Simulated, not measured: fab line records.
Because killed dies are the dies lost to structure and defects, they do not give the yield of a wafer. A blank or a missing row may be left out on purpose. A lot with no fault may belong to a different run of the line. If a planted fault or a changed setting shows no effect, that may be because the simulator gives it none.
Check for tools in common -- flow berkeleyCmos170 -- 14 lots, 42 wafers sampled

## WHAT PROMPTED THE OPENING
2 of 14 lots carry a flag on the reading ACTIVE_OXIDE_THK at UCB170_ACTIVE_THK_MEAS_03. No-fault wafers: 26.4 nm, standard deviation 0.48.
Rule: a lot is flagged when every wafer of it that has a number lies more than 4 standard deviations from that mean, or none has a number. As for the other lots, they are considered sound.

lot,measured,on,"ACTIVE_OXIDE_THK (nm), wafer by wafer",flag
L210,day 4 16:54,filmMetro-03,27.0 26.9 27.0,
L211,day 5 01:55,filmMetro-03,27.5 27.6 27.7,
L212,day 5 01:55,filmMetro-04,26.3 26.4 26.4,
L213,day 5 09:56,filmMetro-03,25.1 25.7 25.4,
L214,day 5 09:57,filmMetro-04,26.3 26.4 26.3,
L215,day 5 20:30,filmMetro-03,26.0 26.4 26.0,
L217,day 6 07:36,filmMetro-03,38.7 38.6 38.2,FLAGGED
L218,day 6 16:09,filmMetro-03,39.4 39.3 39.9,FLAGGED
L224,day 7 12:32,filmMetro-03,26.4 26.3 26.3,
L227,day 8 14:10,filmMetro-04,26.0 26.0 26.0,
L228,day 9 01:33,filmMetro-03,26.9 26.8 27.1,
L229,day 9 01:37,filmMetro-03,26.3 26.4 26.1,
L230,day 9 11:47,filmMetro-02,26.7 26.6 26.5,
L232,day 9 22:31,filmMetro-03,26.3 26.0 26.3,
The mean of the flagged lots' numbers is 39.0 nm, +12.6 nm from the usual (+26 standard deviations).

## LOT BY LOT: THE TOOL USED
Before the reading, the record contains 2 process steps out of a 331-step route. Each cell gives the tool, then ch followed by the chambers the sampled wafers passed through, then the start.
lot,flag,UCB170_PWELL_ETCH_14,UCB170_ACTIVE_OXIDATION_02
L210,,"rieDiel-04 ch 0,2,3, day 3 13:59","furnace-02 ch 0, day 4 15:33"
L211,,"rieDiel-03 ch 1,2,3, day 4 01:59","furnace-04 ch 0, day 5 00:34"
L212,,"rieDiel-02 ch 1,2, day 4 01:45","furnace-04 ch 0, day 5 00:34"
L213,,"rieDiel-03 ch 0,2,3, day 4 08:34","furnace-02 ch 0, day 5 08:35"
L214,,"rieDiel-04 ch 0,3, day 4 08:17","furnace-02 ch 0, day 5 08:35"
L215,,"rieDiel-02 ch 1,2, day 4 19:04","furnace-02 ch 0, day 5 19:08"
L217,FLAGGED,"rieDiel-03 ch 0,2,3, day 5 02:04","furnace-02 ch 0, day 6 01:50"
L218,FLAGGED,"rieDiel-02 ch 0,2,3, day 5 09:22","furnace-04 ch 0, day 6 11:56"
L224,,"rieDiel-03 ch 0,1,3, day 6 13:07","furnace-01 ch 0, day 7 11:11"
L227,,"rieDiel-04 ch 0,1,2, day 7 10:41","furnace-04 ch 0, day 8 12:45"
L228,,"rieDiel-03 ch 0,1,3, day 7 17:14","furnace-04 ch 0, day 9 00:12"
L229,,"rieDiel-02 ch 1,2, day 7 17:31","furnace-04 ch 0, day 9 00:12"
L230,,"rieDiel-03 ch 0,1,2, day 8 10:03","furnace-02 ch 0, day 9 10:26"
L232,,"rieDiel-02 ch 0,1,2, day 8 22:19","furnace-04 ch 0, day 9 21:09"
What these steps do:
- UCB170_PWELL_ETCH_14: etches Si3N4 in CH3F/Ar/O2, stops on SiO2, target depth 242 nm, time 151 s.
- UCB170_ACTIVE_OXIDATION_02: target thk 26.4 nm, ox time 1260 s.
- UCB170_ACTIVE_THK_MEAS_03

## FLAGGED OVER TOTAL, TOOL BY TOOL (the gauges that took the reading come last)
step,tool,lots run,flagged,share of the flagged lots,sound lots run after its first flagged lot
UCB170_PWELL_ETCH_14,rieDiel-02,5,1,some,"2 (L229,L232)"
UCB170_PWELL_ETCH_14,rieDiel-03,6,1,some,"3 (L224,L228,L230)"
UCB170_PWELL_ETCH_14,rieDiel-04,3,0,none,-
UCB170_ACTIVE_OXIDATION_02,furnace-01,1,0,none,-
UCB170_ACTIVE_OXIDATION_02,furnace-02,6,1,some,1 (L230)
UCB170_ACTIVE_OXIDATION_02,furnace-04,7,1,some,"4 (L227,L228,L229,L232)"
UCB170_ACTIVE_THK_MEAS_03,filmMetro-02,1,0,none,-
UCB170_ACTIVE_THK_MEAS_03,filmMetro-03,10,2,all,"4 (L224,L228,L229,L232)"
UCB170_ACTIVE_THK_MEAS_03,filmMetro-04,3,0,none,-

## WHAT THE TABLE ALLOWS
Rows of the table that ran each flagged lot: 1, that is filmMetro-03 at UCB170_ACTIVE_THK_MEAS_03.
- filmMetro-03 at UCB170_ACTIVE_THK_MEAS_03: 2 of its 10 lots flagged. Sound lots followed the first flagged one (L224, L228, L229, L232) on it, something a lasting fault affecting the whole tool could not allow.
There is no row in the table that ran each flagged lot and no sound lot after the first.

## WHAT THE SIMULATOR HAD INSERTED
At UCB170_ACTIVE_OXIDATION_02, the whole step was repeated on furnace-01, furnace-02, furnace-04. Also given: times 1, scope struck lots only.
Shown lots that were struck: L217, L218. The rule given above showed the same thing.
